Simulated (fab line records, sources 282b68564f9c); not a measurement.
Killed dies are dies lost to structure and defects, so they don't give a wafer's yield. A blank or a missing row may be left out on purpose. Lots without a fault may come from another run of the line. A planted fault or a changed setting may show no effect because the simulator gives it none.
A struck lot beside a sound one | flow rit_cmos | 28 steps out of a route of 202
Sound: wafers L798.2, L798.4, L798.6. Struck: wafers L804.2, L804.4, L804.5. The cause comes at the end.
At each step with rows: each side's tool, then ch and its chambers, then its first start. Under that, the readings that differ: sound wafers | struck wafers | difference of the means | sigmas: that difference in standard deviations of wafers without a fault.
alike: readings whose means differ by less than 2 such deviations, and words and numbers that are the same on both sides. not compared: withheld readings, readings that some wafer has no value for, bounds like >300 that may hide the same value, and numbers for which the record gives no deviation and whose values overlap.
The two part at a step that has a row with sigmas, a row that says differs or no value, or rows on one side only. Numbers that don't overlap but have no deviation are shown without sigmas and don't part them. A reading that every wafer of one side lacks parts them only if that side has two wafers or more.

RIT_ACTIVE_BOW_MEAS_00:
  sound on film_metro-02, day 2 11:01; struck on film_metro-02, day 3 17:01
  alike: INCOMING_BOW
RIT_ACTIVE_OXIDATION_01: target thk 46.8 nm, ox time 3360 s.
  sound on furnace-03 ch 0, day 2 11:50; struck on furnace-03 ch 0, day 3 19:19
  reading                                       | sound                | struck            | difference | sigmas
  spike_tc_centre_C (C)                         | 1001.7 1000.6 1000.8 | 982.6 982.5 982.7 | -18.4      | -18
  zone_power_source_pct (%)                     | 36.6 36.8 35.8       | 38.4 38.1 38.2    | +1.8       | +3
  model.SiO2_of_ACTIVE_OXIDATION_01.thk_nm (nm) | 46.13 47.3 46.96     | 42.32 42.2 41.29  | -4.86      |
  alike: spike_tc_source_C
RIT_ACTIVE_THK_MEAS_02:
  sound on film_metro-02, day 2 13:47; struck on film_metro-02, day 3 21:16
  reading               | sound          | struck         | difference | sigmas
  ACTIVE_OXIDE_THK (nm) | 46.1 47.3 47.0 | 42.3 42.2 41.3 | -4.9       | -6
then, 1 step without rows for these wafers: RIT_ACTIVE_CVD_03 (deposits Si3N4 from SiH2Cl2/NH3, target thk 150 nm, time 1500 s).
RIT_ACTIVE_THK_MEAS_04:
  sound on film_metro-02, day 2 15:58; struck on film_metro-01, day 3 23:25
  alike: ACTIVE_NITRIDE_THK
then, 6 steps without rows for these wafers: RIT_ACTIVE_HMDS_05 (prime time 60 s); RIT_ACTIVE_COAT_06 (resist thk 1000 nm); RIT_ACTIVE_SOFTBAKE_07 (time 60 s); RIT_ACTIVE_EXPOSE_08 (exposes mask M1, target cd 1400 nm); RIT_ACTIVE_PEB_09; RIT_ACTIVE_DEVELOP_10 (develop time 50 s).
RIT_ACTIVE_CD_MEAS_11: target cd 1400 nm.
  sound on cd_sem-02, day 2 16:57; struck on cd_sem-02, day 4 00:20
  alike: cd_nm
then, 1 step without rows for these wafers: RIT_ACTIVE_HARDBAKE_12 (time 60 s).
RIT_ACTIVE_ETCH_13: etches Si3N4 in SF6, stops on SiO2, time 210 s, target depth 210 nm.
  sound on rie_diel-01 ch 0,2,3, day 2 17:14; struck on rie_diel-03 ch 0,1,2, day 4 00:35
  alike: drypump_motor_current_A, oes_product_au, throttle_valve_pct
  not compared: rf_hours_counter_h
RIT_ACTIVE_STRIP_14: strips in O2, time 180 s.
  sound on plasma_asher-03 ch 0,1, day 2 17:22; struck on plasma_asher-01 ch 0,1, day 4 00:43
  alike: drypump_motor_current_A
  not compared: rf_hours_counter_h
RIT_ACTIVE_CD_MEAS_90: target cd 1400 nm.
  sound on cd_sem-01, day 2 17:34; struck on cd_sem-01, day 4 00:54
  alike: cd_nm
then, 4 steps without rows for these wafers: RIT_ACTIVE_CLEAN_15 (cleans in SC1, time 600 s); RIT_ACTIVE_CLEAN_16 (cleans in dHF, time 30 s); RIT_ACTIVE_CLEAN_17 (cleans in SC2, time 600 s); RIT_FOX1_OXIDATION_00 (target thk 350.7 nm, ox time 1130 s).
RIT_FOX1_THK_MEAS_01:
  sound on film_metro-01, day 2 20:28; struck on film_metro-03, day 4 02:42
  alike: FOX1_OXIDE_THK
then, 2 steps without rows for these wafers: RIT_FOX1_WET_ETCH_02 (etches SiO2 in BOE, target depth 350 nm, time 390 s); RIT_FOX2_OXIDATION_00 (target thk 350.7 nm, ox time 1130 s).
RIT_FOX2_THK_MEAS_01:
  sound on film_metro-02, day 2 23:00; struck on film_metro-02, day 4 04:12
  alike: FOX2_OXIDE_THK
then, 1 step without rows for these wafers: RIT_FOX2_CLEAN_02 (cleans in dHF, time 180 s).
RIT_FOX2_WET_ETCH_03: etches Si3N4 in H3PO4, target depth 195 nm, time 2700 s.
  sound on wet_bench-03 ch 1, day 2 23:07; struck on wet_bench-03 ch 1, day 4 04:19
  reading                                       | sound                | struck               | difference | sigmas
  temp_c (C)                                    | 165.44 165.00 165.03 | 164.86 164.89 164.83 | -0.30      | -2
  model.SiO2_of_ACTIVE_OXIDATION_01.thk_nm (nm) | 40.87 41.5 41.64     | 37.41 37.08 35.26    | -4.75      |
RIT_FOX2_THK_MEAS_90:
  sound on film_metro-03, day 2 23:52; struck on film_metro-02, day 4 05:05
  alike: FIELD_OXIDE_LEFT_1_THK
RIT_M1_PROBE_99:
  sound on prober-01, day 4 20:45; struck on prober-01, day 6 01:09
  reading                             | sound             | struck            | difference | sigmas
  model.etest.pldd.width_nm (nm)      | 3197 3155 3170    | 3238 3227 3224    | +56        |
  model.etest.nldd.width_nm (nm)      | 3192 3152 3172    | 3224 3224 3254    | +62        |
  model.etest.pplus_sal.width_nm (nm) | 3467 3438 3447    | 3488 3482 3483    | +34        |
  model.etest.nmos_narrow.drive_ua_um | 224 219.2 223.8   | 251 248.2 249.2   | +27        |
  model.etest.pmos_narrow.drive_ua_um | 99.55 97.32 98.63 | 112.1 111.6 112.6 | +13.6      |
  alike: killed_at_contacts, killed_at_front_end, killed_dies, killed_open, killed_short
  not compared: model.etest.nplus_sal.width_nm

WHERE THEY PART
First at RIT_ACTIVE_OXIDATION_01; last, within this record, at RIT_FOX2_WET_ETCH_03. Later steps at which nothing parts them and some readings are alike: RIT_FOX2_THK_MEAS_90, RIT_M1_PROBE_99.

WHY: what the simulator had put in
Process parameter drift: furnace-03, from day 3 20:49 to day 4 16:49, at RIT_ACTIVE_OXIDATION_01. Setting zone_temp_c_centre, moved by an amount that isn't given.
